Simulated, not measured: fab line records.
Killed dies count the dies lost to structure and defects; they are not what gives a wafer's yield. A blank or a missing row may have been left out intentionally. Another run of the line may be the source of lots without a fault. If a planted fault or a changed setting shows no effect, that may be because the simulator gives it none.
A struck lot beside a sound one + flow ritCmos + 39 steps out of a route of 202
Sound: the wafers L908.2, L908.4, L908.5. The struck wafers were L919.3, L919.4, L919.6. The cause comes at the end.
For every step that has rows: the tool of each side, followed by ch and its chambers, followed by its first start. Under that, the readings that differ: sound wafers + struck wafers + difference of the means + sigmas: that difference in standard deviations of wafers without a fault.
alike: readings whose means differ by less than 2 such deviations, and words and numbers that are the same on both sides. not compared: withheld readings, readings that some wafer has no value for, bounds like >300 that may hide the same value, and numbers for which the record gives no deviation and whose values overlap.
The two part at a step that has a row with sigmas, a row that says differs or no value, or rows on one side only. Non-overlapping numbers with no deviation appear without sigmas and do not part them. A reading missing from all wafers of one side parts the sides only when that side holds two or more wafers.

first, 3 steps without rows for these wafers: RIT_GATE_EXPOSE_13 (exposes mask M6, target cd 150 nm); RIT_GATE_PEB_14; RIT_GATE_DEVELOP_15 (develop time 48.17 s).
RIT_GATE_CD_MEAS_16: the cd target is 150 nm.
  struck on cdSem-01, day 5 11:49; sound on cdSem-01, day 3 03:44
  alike: cdNm
RIT_GATE_OVL_MEAS_17:
  struck on overlay-01, day 5 11:55; sound on overlay-02, day 3 03:50
  alike: GATE_OVL
then, 1 step without rows for these wafers: RIT_GATE_HARDBAKE_18 (time 60 s).
RIT_GATE_ETCH_19: etches poly-Si in SF6/CHF3/O2, stops on SiO2, time 165 s, target depth 312.5 nm.
  sound on rieSi-01 ch 2,3, day 3 04:01; struck on rieSi-02 ch 2,3, day 5 12:05
| reading             | sound             | struck            | difference | sigmas |
|---------------------|-------------------|-------------------|------------|--------|
| oesProductAu (a.u.) | 0.879 0.874 0.885 | 0.842 0.870 0.836 | -0.030     | -2     |
  alike: drypumpMotorCurrentA, throttleValvePct
  not compared: rfHoursCounterH
RIT_GATE_STRIP_20: strips in O2, time 180 s.
  sound on plasmaAsher-03 ch 0,1, day 3 04:07; struck on plasmaAsher-02 ch 0,1, day 5 12:15
  alike: drypumpMotorCurrentA
  not compared: rfHoursCounterH
RIT_GATE_CD_MEAS_90: the cd target is 150 nm.
  struck on cdSem-02, day 5 12:25; sound on cdSem-02, day 3 04:19
  alike: cdNm
then, 3 steps without rows for these wafers: RIT_REOX_CLEAN_00 (cleans in SC1, time 577 s); RIT_REOX_CLEAN_01 (cleans in dHF, time 30 s); RIT_REOX_CLEAN_02 (cleans in SC2, time 600 s).
RIT_REOX_OXIDATION_03: target thk 25.2 nm, ox time 5580 s.
  sound on furnace-03 ch 0, day 3 05:25; struck on furnace-01 ch 0, day 5 12:51
| reading                                    | sound                | struck               | difference | sigmas |
|--------------------------------------------|----------------------|----------------------|------------|--------|
| spikeTcCentreC (C)                         | 904.4 903.9 902.8    | 910.9 908.6 909.5    | +6.0       | +5     |
| spikeTcLoadC (C)                           | 925.2 925.5 927.4    | 931.1 932.1 932.9    | +6.0       | +5     |
| tubeCenterTempC (C)                        | 899.79 899.91 900.05 | 906.29 906.39 906.35 | +6.43      | +77    |
| tube_center_temp_C_max                     | 902.3 902.0 902.5    | 908.2 908.3 908.1    | +5.9       | +17    |
| model.SiO2_of_REOX_OXIDATION_03.thkNm (nm) | 25.7 25.7 25.56      | 26.9 26.72 26.99     | +1.2       |        |
RIT_REOX_THK_MEAS_04:
  struck on filmMetro-02, day 5 15:25; sound on filmMetro-04, day 3 07:58
| reading             | sound          | struck         | difference | sigmas |
|---------------------|----------------|----------------|------------|--------|
| REOX_OXIDE_THK (nm) | 25.7 25.7 25.6 | 26.9 26.7 26.9 | +1.2       | +3     |
then, 6 steps without rows for these wafers: RIT_NLDD_HMDS_00 (prime time 60 s); RIT_NLDD_COAT_01 (resist thk 1000 nm); RIT_NLDD_SOFTBAKE_02 (time 60 s); RIT_NLDD_EXPOSE_03 (exposes mask M7, target cd 40700 nm); RIT_NLDD_PEB_04; RIT_NLDD_DEVELOP_05 (develop time 50 s).
RIT_NLDD_OVL_MEAS_06:
  struck on overlay-02, day 5 16:32; sound on overlay-02, day 3 09:00
  alike: NLDD_OVL
then, 2 steps without rows for these wafers: RIT_NLDD_HARDBAKE_07 (time 60 s); RIT_NLDD_IMPLANT_08.
RIT_NLDD_STRIP_09: strips in O2, time 180 s.
  sound on plasmaAsher-03 ch 0,1, day 3 09:20; struck on plasmaAsher-04 ch 0,1, day 5 16:55
  alike: drypumpMotorCurrentA
  not compared: rfHoursCounterH
RIT_NLDD_TW_MEAS_10:
  struck on filmMetro-02, day 5 17:04; sound on filmMetro-01, day 3 09:31
  alike: NLDD_TW
then, 6 steps without rows for these wafers: RIT_PLDD_HMDS_00 (prime time 60 s); RIT_PLDD_COAT_01 (resist thk 1000 nm); RIT_PLDD_SOFTBAKE_02 (time 60 s); RIT_PLDD_EXPOSE_03 (exposes mask M8, target cd 40900 nm); RIT_PLDD_PEB_04; RIT_PLDD_DEVELOP_05 (develop time 50 s).
RIT_PLDD_OVL_MEAS_06:
  struck on overlay-02, day 5 18:05; sound on overlay-02, day 3 10:41
  alike: PLDD_OVL
then, 2 steps without rows for these wafers: RIT_PLDD_HARDBAKE_07 (time 60 s); RIT_PLDD_IMPLANT_08.
RIT_PLDD_STRIP_09: strips in O2, time 180 s.
  sound on plasmaAsher-03 ch 0,1, day 3 11:01; struck on plasmaAsher-04 ch 0,1, day 5 18:28
  alike: drypumpMotorCurrentA
  not compared: rfHoursCounterH
RIT_PLDD_TW_MEAS_10:
  struck on filmMetro-02, day 5 18:36; sound on filmMetro-03, day 3 11:12
  alike: PLDD_TW
RIT_SPACER_CLEAN_00: cleans in SC1, time 600 s.
  sound on wetBench-01 ch 1, day 3 11:15; struck on wetBench-02 ch 2, day 5 18:38
| reading                                    | sound             | struck            | difference | sigmas |
|--------------------------------------------|-------------------|-------------------|------------|--------|
| model.SiO2_of_REOX_OXIDATION_03.thkNm (nm) | 23.68 23.66 23.55 | 24.81 24.64 24.89 | +1.15      |        |
  alike: bathHeatDutyPct
then, 1 step without rows for these wafers: RIT_SPACER_CLEAN_01 (cleans in dHF, time 30 s).
RIT_M1_PROBE_99:
  struck on prober-02, day 6 08:57; sound on prober-01, day 4 01:29
| reading                          | sound             | struck            | difference | sigmas |
|----------------------------------|-------------------|-------------------|------------|--------|
| killed_at_M0_to_M3               | 1 0 0             | 0 0 0             | +0         | -2     |
| model.etest.pmosTurned.rOnOhmUm  | 3538 3552 3450    | 3857 3809 3812    | +313       |        |
| model.etest.pmos_0p3.rOnOhmUm    | 6421 6431 6396    | 6622 6539 6491    | +135       |        |
| model.etest.pmos_0p15.rOnOhmUm   | 2843 2827 2773    | 2993 2996 2956    | +167       |        |
| model.etest.pldd.rsOhmSq         | 502.6 500.6 498.1 | 613.8 599.2 618.4 | +110.0     |        |
| model.etest.nmosTurned.driveUaUm | 293.5 297 301.1   | 272.4 276.3 277   | -22.0      |        |
| model.etest.pldd.lineOhmUm       | 157.3 158.5 156.3 | 193.2 191.3 197.7 | +36.7      |        |
| model.etest.nldd.rsOhmSq         | 373.9 370.7 368.7 | 412.8 403.3 412.1 | +38.3      |        |
  alike: killedAtContacts, killedAtFrontEnd, killedDies, killedOpen, killedShort
  not compared: model.etest.nmos_0p15.rOnOhmUm

WHERE THEY PART
At RIT_GATE_ETCH_19 first; at RIT_M1_PROBE_99 last (within this record only).

WHY: the cause the simulator had injected
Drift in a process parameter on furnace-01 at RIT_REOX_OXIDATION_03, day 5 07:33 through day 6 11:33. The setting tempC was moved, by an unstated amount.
